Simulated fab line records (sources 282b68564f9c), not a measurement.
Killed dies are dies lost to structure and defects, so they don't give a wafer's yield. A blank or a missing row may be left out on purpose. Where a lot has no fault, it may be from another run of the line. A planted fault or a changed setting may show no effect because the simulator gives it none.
Problem report in the 8D (eight disciplines) form, filled by code :: flow rit cmos :: the parts of the form that need people (team, actions taken, sign-off) are left out

== 1. THE ISSUE ==
Mean of beam energy keV at RIT_NWELL_IMPLANT_08: 151.14 across 9 wafers in 3 lots; on wafers with no fault it is 169.99 (standard deviation 0.046). So: -99 or more standard deviations from the usual mean.
First observed at day 5 04:46: wafer L386.2, on implanter-01. The record holds 21 wafers of 7 lots with a number at this step. Rule for "out", or "out of limits": more than 4 standard deviations from the usual mean. The rest of the wafers with a number are treated as sound.

== 2. WHAT IT IS AND WHAT IT IS NOT ==
question: which readings at this step
is: beam energy keV
is not: -

question: which lots
is: L386, L391, L393
is not: L371, L381, L389, L394

question: which wafers of those lots
is: all that have a number
is not: -

question: read on which tools
is: implanter-01
is not: implanter-03, implanter-04

question: when
is: from day 5 04:46
is not: up to then (6 sound wafers); but 6 sound wafers of L389, L394 came after

== 3. SUSPECTS, AND WHAT RULES EACH OUT ==
Counting: a tool at a process step up to the reading stays a suspect if it ran every lot that is out and no sound lot after the first of them.
- implanter-01 at RIT_NWELL_IMPLANT_08: kept. Every lot that is out went through it, starting with L386 (day 5 04:46), and after that it ran no sound lot; the last sound lot it ran before then is L381 (day 4 01:10). Out on those wafers are its own readings of beam energy keV.
After counting, what remains is implanter-01 at RIT_NWELL_IMPLANT_08.

== 4. THE CAUSE (what the simulator had put in) ==
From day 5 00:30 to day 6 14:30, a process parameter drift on implanter-01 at RIT_NWELL_IMPLANT_08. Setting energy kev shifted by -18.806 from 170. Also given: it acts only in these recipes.
This tool alone remained once counting was done.

== 5. THE EFFECT CHAIN, in route order ==
One row per reading whose mean, taken over the struck wafers that have a number, lies over 3 standard deviations from the usual. Only readings whose record carries a usual standard deviation are examined. hours: median over the lots of the time between each lot's start at the first step of this table that gives one and its start at this step. sigmas: the change, counted in usual standard deviations.
hours: 0
step: RIT_NWELL_IMPLANT_08
reading: beam energy keV
usual: 169.99
on struck wafers: 151.14
change: -18.85
sigmas: -99 or more
Here are the process steps it includes:
- RIT_NWELL_IMPLANT_08

== 6. WHAT WOULD HAVE CAUGHT IT SOONER ==
In this record no reading fell out of limits until day 5 04:46, 4 hours after the fault had begun at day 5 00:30.
